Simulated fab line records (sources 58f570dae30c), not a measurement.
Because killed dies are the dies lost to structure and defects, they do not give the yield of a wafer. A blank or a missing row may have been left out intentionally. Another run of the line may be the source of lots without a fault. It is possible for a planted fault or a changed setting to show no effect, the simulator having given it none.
One fault through the eyes of 2 desks / flow berkeleyCmos170 / numbers are kept per desk, each desk with only its own; the story behind them comes last

== FROM THE METROLOGY DESK ==
Lot by lot, what the gauges showed, no matter which tool ran the lot: averages of those sampled wafers that carry a number. Any lot whose mean is over 4 standard deviations away from the usual mean is out of limits and marked OUT; that distance is given in the brackets.
Columns: A = INCOMING_BOW at UCB170_START_BOW_MEAS_00, usual -1 um; B = START_OXIDE_THK at UCB170_START_THK_MEAS_03, usual 19.85 nm; C = PWELL_OXIDE_THK at UCB170_PWELL_THK_MEAS_03, usual 26.6 nm; D = WELLDRIVE_OXIDE_THK at UCB170_WELLDRIVE_THK_MEAS_02, usual 204 nm
lot=L985; first seen here=day 1 15:00; A=1; B=19.57; C=26.7; D=205
lot=L987; first seen here=day 2 01:04; A=-2; B=19.23; C=26.0; D=208
lot=L988; first seen here=day 2 06:01; A=-8; B=19.68; C=26.9; D=209
lot=L990; first seen here=day 2 16:00; A=2; B=19.80; C=27.2; D=206
lot=L991; first seen here=day 2 21:00; A=-2; B=19.71; C=27.2; D=199
lot=L992; first seen here=day 3 02:01; A=3; B=19.67; C=26.4; D=200
lot=L993; first seen here=day 3 07:01; A=2; B=19.67; C=26.5; D=201
lot=L994; first seen here=day 3 12:02; A=-4; B=20.35; C=26.9; D=205
lot=L996; first seen here=day 3 22:01; A=0; B=20.11; C=26.4; D=209
lot=L999; first seen here=day 4 13:00; A=-3; B=19.64; C=25.9; D=202
lot=L102; first seen here=day 5 04:00; A=-5; B=19.86; C=27.4; D=178 (-6.3) OUT
lot=L104; first seen here=day 5 14:00; A=5; B=20.21; C=26.8; D=200
lot=L105; first seen here=day 5 19:00; A=-6; B=19.48; C=27.2; D=183 (-5.1) OUT
lot=L107; first seen here=day 6 05:01; A=-6; B=20.00; C=26.2; D=206
Finding of this desk: L102, L105 out of limits, first seen on L102 at day 8 08:34 (WELLDRIVE_OXIDE_THK at UCB170_WELLDRIVE_THK_MEAS_02). Within limits: L985, L987, L988, L990, L991, L992, L993, L994, L996, L999, L104, L107.

== AT THE TOOL OWNER'S DESK: furnace-01 ==
The tool's own readings at UCB170_WELLDRIVE_OXIDATION_01 (target thk 199 nm, ox time 9311 s): means of the sampled wafers that have a number, for each lot that ran on this tool. Any lot whose mean is over 4 standard deviations away from the usual mean is out of limits and marked OUT; that distance is given in the brackets.
Columns: A = spikeTcCentreC at UCB170_WELLDRIVE_OXIDATION_01, usual 1102.1 C; B = spikeTcLoadC at UCB170_WELLDRIVE_OXIDATION_01, usual 1126.5 C; C = spikeTcSourceC at UCB170_WELLDRIVE_OXIDATION_01, usual 1130 C
lot=L993; first seen here=day 6 00:25; A=1100.8; B=1125.7; C=1133
lot=L994; first seen here=day 6 00:25; A=1101.6; B=1126.6; C=1133
lot=L104; first seen here=day 7 16:23; A=1102.0; B=1126.4; C=1133
lot=L102; first seen here=day 8 05:04; A=1087.3 (-9.2) OUT; B=1109.7 (-14) OUT; C=1117 (-4.2) OUT
lot=L105; first seen here=day 8 05:04; A=1084.4 (-11) OUT; B=1110.4 (-13) OUT; C=1118
This desk's finding: out of limits on L102, L105; first on L102, day 8 05:04 (spikeTcCentreC at UCB170_WELLDRIVE_OXIDATION_01). Within limits: L993, L994, L104.

== ALL TOGETHER ==
On L102, L105, at day 8 05:04, an alarm was possible from the tool owner's desk.
At day 8 08:34 the metrology desk could have sounded an alarm, on L102, L105.
Of the lots named, all ran UCB170_WELLDRIVE_OXIDATION_01 on furnace-01.

== WHAT THE SIMULATOR HAD INSERTED ==
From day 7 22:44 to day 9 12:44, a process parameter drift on furnace-01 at UCB170_WELLDRIVE_OXIDATION_01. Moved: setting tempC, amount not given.
Lots struck among those shown: L102, L105.
Hours from the fault's start to each desk's first reading out of limits: the tool owner's desk, 6; the metrology desk, 10.
